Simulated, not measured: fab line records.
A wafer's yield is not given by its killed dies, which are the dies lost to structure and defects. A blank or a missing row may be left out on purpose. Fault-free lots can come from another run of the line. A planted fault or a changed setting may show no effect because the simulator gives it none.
Matching of chambers / flow berkeley-cmos170 / 4 sister chambers for UCB170_V1_ETCH_14 on rie-diel-04
The step etches SiO2 in CHF3/CF4/Ar, stops on Al, target depth 1250 nm, time 291 s. 8 wafers are shown with their chamber, then 7 later ones without.

WAFERS WITH THEIR CHAMBER
wafer=L990.5; chamber=1; throttle-valve-pct (%)=6.96; oes-product-au (a.u.)=0.856
wafer=L997.2; chamber=0; throttle-valve-pct (%)=6.88; oes-product-au (a.u.)=0.856
wafer=L997.6; chamber=3; throttle-valve-pct (%)=6.94; oes-product-au (a.u.)=0.857
wafer=L999.2; chamber=2; throttle-valve-pct (%)=6.81; oes-product-au (a.u.)=0.872
wafer=L999.3; chamber=3; throttle-valve-pct (%)=6.95; oes-product-au (a.u.)=0.860
wafer=L999.5; chamber=1; throttle-valve-pct (%)=6.96; oes-product-au (a.u.)=0.864
wafer=L105.3; chamber=2; throttle-valve-pct (%)=6.81; oes-product-au (a.u.)=0.880
wafer=L105.4; chamber=0; throttle-valve-pct (%)=6.87; oes-product-au (a.u.)=0.869

WAFERS WITH NO CHAMBER GIVEN
wafer=L105.6; throttle-valve-pct (%)=6.96; oes-product-au (a.u.)=0.863
wafer=L104.3; throttle-valve-pct (%)=6.89; oes-product-au (a.u.)=0.867
wafer=L104.5; throttle-valve-pct (%)=6.81; oes-product-au (a.u.)=0.870
wafer=L104.6; throttle-valve-pct (%)=6.96; oes-product-au (a.u.)=0.861
wafer=L107.1; throttle-valve-pct (%)=6.88; oes-product-au (a.u.)=0.863
wafer=L107.2; throttle-valve-pct (%)=6.92; oes-product-au (a.u.)=0.851
wafer=L107.5; throttle-valve-pct (%)=6.92; oes-product-au (a.u.)=0.863

WHICH CHAMBER EACH WENT THROUGH
wafer=L105.6; from the rows above=1; in truth=1
wafer=L104.3; from the rows above=0; in truth=0
wafer=L104.5; from the rows above=2; in truth=2
wafer=L104.6; from the rows above=1; in truth=1
wafer=L107.1; from the rows above=0; in truth=0
wafer=L107.2; from the rows above=3; in truth=3
wafer=L107.5; from the rows above=3; in truth=3
Correct placement for 7 of the 7. Not placeable from these rows: 0. Number placed wrongly: 0.
How it was worked out, from the rows above alone: a wafer's distance from a chamber is the root of the sum, over the readings, of the square of ((its reading less the chamber's mean) divided by the reading's scatter). The wafer belongs to the nearest chamber; if the next one is less than 2 further off, it can't be placed. Each chamber's mean is taken over the wafers shown for it. The scatter: the root of (the sum of the squares of (reading less its chamber's mean) over the shown wafers, divided by (wafers less chambers)).
